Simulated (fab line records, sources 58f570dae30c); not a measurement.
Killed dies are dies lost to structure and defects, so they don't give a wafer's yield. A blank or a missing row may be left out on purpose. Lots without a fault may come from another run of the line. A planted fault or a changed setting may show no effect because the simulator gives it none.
Split-lot experiment | flow berkeley_cmos170 | 5 lots, 23 wafers read, on a route of 331 steps

THE SPLIT
At UCB170_CONTACT_EXPOSE_12 (exposes mask CONT, target cd 700 nm), the setting dose_mj was moved away from the recipe's 35 on 6 of the 23 wafers read, by -6.7% to +3.0%. The other wafers ran this setting at the recipe's value.

FROM THE SPLIT TO THE READING: what the file shows between them, 6 steps
- UCB170_CONTACT_PEB_13
- UCB170_CONTACT_DEVELOP_14: develop time 45 s
- UCB170_CONTACT_CD_MEAS_15: target cd 700 nm
- UCB170_CONTACT_ETCH_17: etches BARC in N2/H2
- UCB170_CONTACT_ETCH_18: etches PSG in CHF3/CF4/Ar, stops on TiSi2, target depth 840 nm, time 195 s
- UCB170_CONTACT_STRIP_19: strips in O2

THE READING
cd_nm, in nm, at UCB170_CONTACT_CD_MEAS_90 (target cd 700 nm). Fault-free wafers of this fab line usually give 700.4 nm, standard deviation 1.8 nm.

wafer  | tool, chamber at the split | dose_mj as run | against the recipe | cd_nm, nm | against lot-mates on the recipe
L076.2 | krf_scanner-02, 0          | 35             | recipe             | 699.7     | -
L076.3 | krf_scanner-02, 0          | 35             | recipe             | 699.4     | -
L076.4 | krf_scanner-02, 0          | 36.04          | +3.0%              | 704.4     | +4.9
L076.5 | krf_scanner-02, 0          | 36.04          | +3.0%              | 704.3     | +4.8
L076.6 | krf_scanner-02, 0          | 36.04          | +3.0%              | 704.7     | +5.2
L079.2 | krf_scanner-01, 0          | 35             | recipe             | 700.4     | -
L079.3 | krf_scanner-01, 0          | 35             | recipe             | 703.8     | -
L079.4 | krf_scanner-01, 0          | 35             | recipe             | 701.2     | -
L079.5 | krf_scanner-01, 0          | 35             | recipe             | 701.5     | -
L079.6 | krf_scanner-01, 0          | 35             | recipe             | 701.8     | -
L082.1 | krf_scanner-01, 0          | 35             | recipe             | 698.3     | -
L082.3 | krf_scanner-01, 0          | 35             | recipe             | 697.9     | -
L082.4 | krf_scanner-01, 0          | 35             | recipe             | 698.9     | -
L082.5 | krf_scanner-01, 0          | 35             | recipe             | 698.6     | -
L082.6 | krf_scanner-01, 0          | 35             | recipe             | 696.5     | -
L083.1 | krf_scanner-01, 0          | 32.66          | -6.7%              | 691.1     | -11.2
L083.2 | krf_scanner-01, 0          | 32.66          | -6.7%              | 690.5     | -11.8
L083.3 | krf_scanner-01, 0          | 32.66          | -6.7%              | 690.4     | -11.9
L083.4 | krf_scanner-01, 0          | 35             | recipe             | 701.9     | -
L083.5 | krf_scanner-01, 0          | 35             | recipe             | 702.7     | -
L085.2 | krf_scanner-01, 0          | 35             | recipe             | 696.4     | -
L085.3 | krf_scanner-01, 0          | 35             | recipe             | 697.5     | -
L085.4 | krf_scanner-01, 0          | 35             | recipe             | 697.7     | -

THE FIT
A straight line over all 23 wafers: cd_nm changes by +1.4 nm for each +1% of dose_mj; r = +0.89; the points scatter about the line by 1.9 nm.
The same after taking each lot's own level away (the mean of its wafers on the recipe; 23 wafers): +1.72 nm for each +1%; r = +0.99; scatter 0.75 nm.
On that fit, the largest move of dose_mj shifts the reading by 12 nm.
The lots' own levels span 697.20 to 702.30 nm, that is 2.8 times the standard deviation above.
So the lot-to-lot level changes the slope: the two fits differ.
Check: with one of the wafers moved furthest among these (-6.7%) left out of the fit, the line predicts -11.7 nm for it against its lot-mates. It came out at -11.2 nm against them.

OTHER SPLITS ON THESE WAFERS
These wafers also went through other splits before the reading. Each is held against what the fit with the lots' levels taken away leaves over:
other split on the same wafers     | wafers away from the commonest value | r with cd_nm (lot level and that fit taken away)
UCB170_SILICIDE_SPUTTER_01 power_w | 7                                    | -0.24

THE WHOLE CHAIN: every reading that the file lists as answering this split, in the file's order
step                      | what it does         | reading                                                        | change (the file's fit)              | r (the file's)
UCB170_CONTACT_CD_MEAS_15 | target cd 700 nm     | cd_nm                                                          | +1.8 nm for each +1% of the setting  | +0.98
UCB170_CONTACT_ETCH_17    | etches BARC in N2/H2 | CONTACT.cd_nm (the simulator's own value, which no gauge read) | +1.8 nm for each +1% of the setting  | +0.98
UCB170_CONTACT_CD_MEAS_90 | target cd 700 nm     | cd_nm                                                          | +1.72 nm for each +1% of the setting | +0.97

THE FILE'S OWN FIT
cd_nm changes by +1.72 nm for each +1% of dose_mj, r = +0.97.
